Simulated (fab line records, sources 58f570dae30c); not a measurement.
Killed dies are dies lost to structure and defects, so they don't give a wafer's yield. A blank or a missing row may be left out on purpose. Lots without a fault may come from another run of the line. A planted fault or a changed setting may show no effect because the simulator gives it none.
A struck lot beside a sound one | flow berkeley_cmos170 | 16 steps out of a route of 331
Sound: wafers L587.2, L587.4, L587.6. Struck: wafers L593.1, L593.2, L593.3. The cause comes at the end.
At each step with rows: each side's tool, then ch and its chambers, then its first start. Under that, the readings that differ: sound wafers | struck wafers | difference of the means | sigmas: that difference in standard deviations of wafers without a fault.
alike: readings whose means differ by less than 2 such deviations, and words and numbers that are the same on both sides. not compared: withheld readings, readings that some wafer has no value for, bounds like >300 that may hide the same value, and numbers for which the record gives no deviation and whose values overlap.
The two part at a step that has a row with sigmas, a row that says differs or no value, or rows on one side only. Numbers that don't overlap but have no deviation are shown without sigmas and don't part them. A reading that every wafer of one side lacks parts them only if that side has two wafers or more.

first, 1 step without rows for these wafers: UCB170_PWELL_OXIDATION_02 (target thk 26.4 nm, ox time 1260 s).
UCB170_PWELL_THK_MEAS_03:
  sound on film_metro-01, day 5 02:28; struck on film_metro-01, day 5 22:52
  alike: PWELL_OXIDE_THK
then, 2 steps without rows for these wafers: UCB170_PWELL_ANNEAL_04 (time 900 s); UCB170_PWELL_CVD_05 (deposits Si3N4 from SiH2Cl2/NH3, target thk 220 nm, time 3300 s).
UCB170_PWELL_THK_MEAS_06:
  sound on film_metro-03, day 5 08:51; struck on film_metro-04, day 6 04:46
  reading                | sound             | struck            | difference | sigmas
  PWELL_NITRIDE_THK (nm) | 218.9 217.4 218.7 | 222.6 221.9 222.2 | +3.9       | +2
then, 6 steps without rows for these wafers: UCB170_PWELL_HMDS_07 (prime time 60 s); UCB170_PWELL_COAT_08 (resist thk 900 nm); UCB170_PWELL_SOFTBAKE_09 (time 60 s); UCB170_PWELL_EXPOSE_10 (exposes mask PWELL, target cd 3000 nm); UCB170_PWELL_PEB_11; UCB170_PWELL_DEVELOP_12 (develop time 45 s).
UCB170_PWELL_OVL_MEAS_13:
  sound on overlay-02, day 5 10:07; struck on overlay-01, day 6 06:08
  alike: PWELL_OVL
UCB170_PWELL_ETCH_14: etches Si3N4 in CH3F/Ar/O2, stops on SiO2, target depth 242 nm, time 151 s.
  sound on rie_diel-04 ch 0,2,3, day 5 10:09; struck on rie_diel-03 ch 1,2,3, day 6 06:10
  no value came back on the struck wafers for any of 5 readings (CH3F_flow_sccm (sccm), O2_flow_sccm (sccm) and others); on the sound wafers CH3F_flow_sccm (sccm) reads 20.04 20.04 20.00
  reading                                      | sound             | struck            | difference | sigmas
  model.KrF_of_PWELL_COAT_08.thk_nm (nm)       | 727.7 723 724.6   | 884.8 887.4 886.9 | +161.3     |
  model.SiO2_of_PWELL_OXIDATION_02.thk_nm (nm) | 22.91 22.07 22.91 | 26.07 25.78 25.84 | +3.27      |
  not compared: rf_hours_counter_h
then, 1 step without rows for these wafers: UCB170_PWELL_IMPLANT_15.
UCB170_PWELL_STRIP_16: strips in O2.
  sound on plasma_asher-01 ch 0,1, day 5 10:25; struck on plasma_asher-04 ch 0,1, day 6 06:26
  reading                      | sound             | struck            | difference | sigmas
  oes_product_au (a.u.)        | 0.726 0.716 0.711 | 0.740 0.726 0.732 | +0.015     | +3
  strip_time_to_endpoint_s (s) | 18.17 18.06 18.10 | 21.60 21.68 21.65 | +3.53      | +43
  alike: drypump_motor_current_A
  not compared: rf_hours_counter_h
UCB170_PWELL_TW_MEAS_17:
  sound on film_metro-04, day 5 10:31; struck on film_metro-04, day 6 06:32
  alike: PWELL_TW

WHERE THEY PART
First at UCB170_PWELL_THK_MEAS_06; last, within this record, at UCB170_PWELL_STRIP_16. Later steps at which nothing parts them and some readings are alike: UCB170_PWELL_TW_MEAS_17.

WHY: what the simulator had put in
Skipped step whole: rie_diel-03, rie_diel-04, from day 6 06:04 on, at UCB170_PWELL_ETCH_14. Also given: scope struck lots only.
